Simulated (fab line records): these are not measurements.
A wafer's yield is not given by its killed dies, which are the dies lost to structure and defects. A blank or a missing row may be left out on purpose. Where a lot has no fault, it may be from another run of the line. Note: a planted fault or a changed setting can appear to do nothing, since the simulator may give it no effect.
Which of the tools did it? | flow berkeley cmos170 | 7 lots, 21 wafers sampled, at 3 steps of a route of 331

## WHAT THE GAUGES SHOWED, per wafer
UCB170_PLDD_TW_MEAS_11.
lot  | measured     | on            | PLDD_TW
L737 | day 6 04:09  | film metro-04 | 1002 994 995
L738 | day 6 17:52  | film metro-01 | 1019 1020 1020
L744 | day 7 01:46  | film metro-01 | 961 960 963 961 967 960
L748 | day 8 09:27  | film metro-01 | 1026 1026 1015
L753 | day 9 19:29  | film metro-03 | 1010 1006 1004
L757 | day 10 08:55 | film metro-03 | 1015 1013 1007
L759 | day 11 12:13 | film metro-04 | 997 991 991

## WHAT TOOL EACH LOT RAN ON (gives the tool, then ch and the chambers of the sampled wafers, and finally the start)
lot  | UCB170_ACTIVE_ETCH_15             | UCB170_PLDD_IMPLANT_08
L737 | rie diel-04 ch 0,1, day 4 06:28   | implanter-04 ch 0, day 6 03:46
L738 | rie diel-02 ch 0,2,3, day 4 20:18 | implanter-04 ch 0, day 6 17:28
L744 | rie diel-02 ch 0,2, day 5 09:25   | implanter-04 ch 0, day 7 01:23
L748 | rie diel-03 ch 0,1,3, day 6 10:38 | implanter-02 ch 0, day 8 09:03
L753 | rie diel-02 ch 1,2, day 7 14:35   | implanter-01 ch 0, day 9 19:05
L757 | rie diel-04 ch 0,2, day 8 10:18   | implanter-04 ch 0, day 10 08:31
L759 | rie diel-03 ch 0,3, day 9 07:47   | implanter-04 ch 0, day 11 11:49
- UCB170_ACTIVE_ETCH_15: etches Si3N4 in CH3F/Ar/O2, stops on SiO2, target depth 242 nm, time 148.7 s.
- UCB170_PLDD_IMPLANT_08

## THE ANSWER, worked out from the rows above alone
Rule: the lots themselves supply what counts as usual. The widest of any qualifying gaps counts: lots, ordered by their means at a reading, are off when they make up no more than a third of the lots, leave a main group of 4 or more, and stand apart from it by 3 or more times the standard deviation of that group's means. A main group whose means are all the same, to the digits that the tables above print for the reading, isn't used. Also off: a lot with no number at a reading for which 4 or more lots have one. Any other lot the step has rows for is counted as sound.
No lot is off on any of the readings shown, so nothing can be concluded from this.

## WHAT HAD BEEN PUT IN BY THE SIMULATOR
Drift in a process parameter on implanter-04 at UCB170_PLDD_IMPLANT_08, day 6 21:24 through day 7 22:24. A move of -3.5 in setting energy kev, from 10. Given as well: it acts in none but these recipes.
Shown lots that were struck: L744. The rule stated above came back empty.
